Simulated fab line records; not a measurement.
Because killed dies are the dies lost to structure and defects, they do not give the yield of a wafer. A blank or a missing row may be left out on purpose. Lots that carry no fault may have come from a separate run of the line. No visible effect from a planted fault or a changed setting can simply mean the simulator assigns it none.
Problem report in the 8D (eight disciplines) form, filled by code || flow berkeleyCmos170 || the parts of the form that need people (team, actions taken, sign-off) are left out

== 1. THE ISSUE ==
NWELL_TW at UCB170_NWELL_TW_MEAS_16 reads a mean of 1141 on 6 wafers of 2 lots; wafers without a fault read 1247 with a standard deviation of 9.3. That puts it -11 standard deviations away from the usual mean.
First seen on wafer L423.2, day 3 09:55, on filmMetro-03. Wafers with a number at this step in the record: 42, from 14 lots. By rule, "out" or "out of limits" means more than 4 standard deviations away from the usual mean. All remaining wafers that have a number are taken as sound.

== 2. WHAT IT IS, WHAT IT ISN'T ==
{"question": "which readings at this step", "is": "NWELL_TW", "is not": "-"}
{"question": "which lots", "is": "L423, L425", "is not": "L417, L418, L419, L421, L432, L434, L435, L436, L437, L438, L439, L440"}
{"question": "which wafers of those lots", "is": "all that have a number", "is not": "-"}
{"question": "read on which gauges", "is": "filmMetro-03", "is not": "filmMetro-01, filmMetro-02"}
{"question": "when", "is": "from day 3 09:55", "is not": "up to then (12 sound wafers); but 24 sound wafers of L432, L434, L435, L436, L437, L438, L439, L440 came after"}

== 3. SUSPECTS, AND WHAT RULES EACH OUT ==
Counting: any tool at a process step up to the reading is kept as a suspect provided that every lot that is out went through it and no sound lot did after the first of them.
- the gauge at UCB170_NWELL_TW_MEAS_16 is ruled out. All the wafers that are out were read on filmMetro-03, but those of them that UCB170_NWELL_IMPLANT_14 has rows for are out there too, on other tools.
- implanter-04 at UCB170_NWELL_IMPLANT_14: ruled out as a lasting fault. Sound lots L437, L439, L440 ran on it after its first lot that is out, L423 (day 3 09:40).
Left after counting: nothing in the record.

== 4. THE CAUSE (what the simulator had put in) ==
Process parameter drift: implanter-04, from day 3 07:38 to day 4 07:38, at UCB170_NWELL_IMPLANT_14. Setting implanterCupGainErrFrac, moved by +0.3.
Counting ruled it out, wrongly: the rule takes a fault to strike every lot that its tool runs from its start on, and this one did not.

== 5. SEQUENCE OF EFFECTS, ordered by route ==
Rows list readings where the struck wafers' mean (over those with a number) sits beyond 3 standard deviations from the usual. Only readings whose record carries a usual standard deviation are examined. hours: median over the lots of the time between each lot's start at the first step of this table that gives one and its start at this step. sigmas: the change, counted in usual standard deviations.
{"hours": 0, "step": "UCB170_NWELL_IMPLANT_14", "reading": "beamOnS", "usual": "9.98 s", "on struck wafers": 7.83, "change": -2.15, "sigmas": -11}
{"hours": 0, "step": "UCB170_NWELL_IMPLANT_14", "reading": "faradayCurrentUA", "usual": 31.8, "on struck wafers": 40.5, "change": "+8.7", "sigmas": "+14"}
{"hours": 0, "step": "UCB170_NWELL_TW_MEAS_16", "reading": "NWELL_TW", "usual": 1247, "on struck wafers": 1141, "change": -106, "sigmas": -11}
Process steps it contains:
- UCB170_NWELL_IMPLANT_14
Later measuring or inspecting steps at which every struck wafer that the step has a row for has a number for every such reading, and none has moved that far: UCB170_M1_CD_MEAS_90.

== 6. WHAT WOULD HAVE CAUGHT IT SOONER ==
Counted from the fault's start at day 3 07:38, it took 2 hours until the first out-of-limits reading at a measuring or inspecting step in this record, taken at day 3 09:55.
The tool's own readings at UCB170_NWELL_IMPLANT_14 were out on every struck wafer that the step has a row for (beamOnS, faradayCurrentUA): an alarm limit on them would have fired on the first of those.
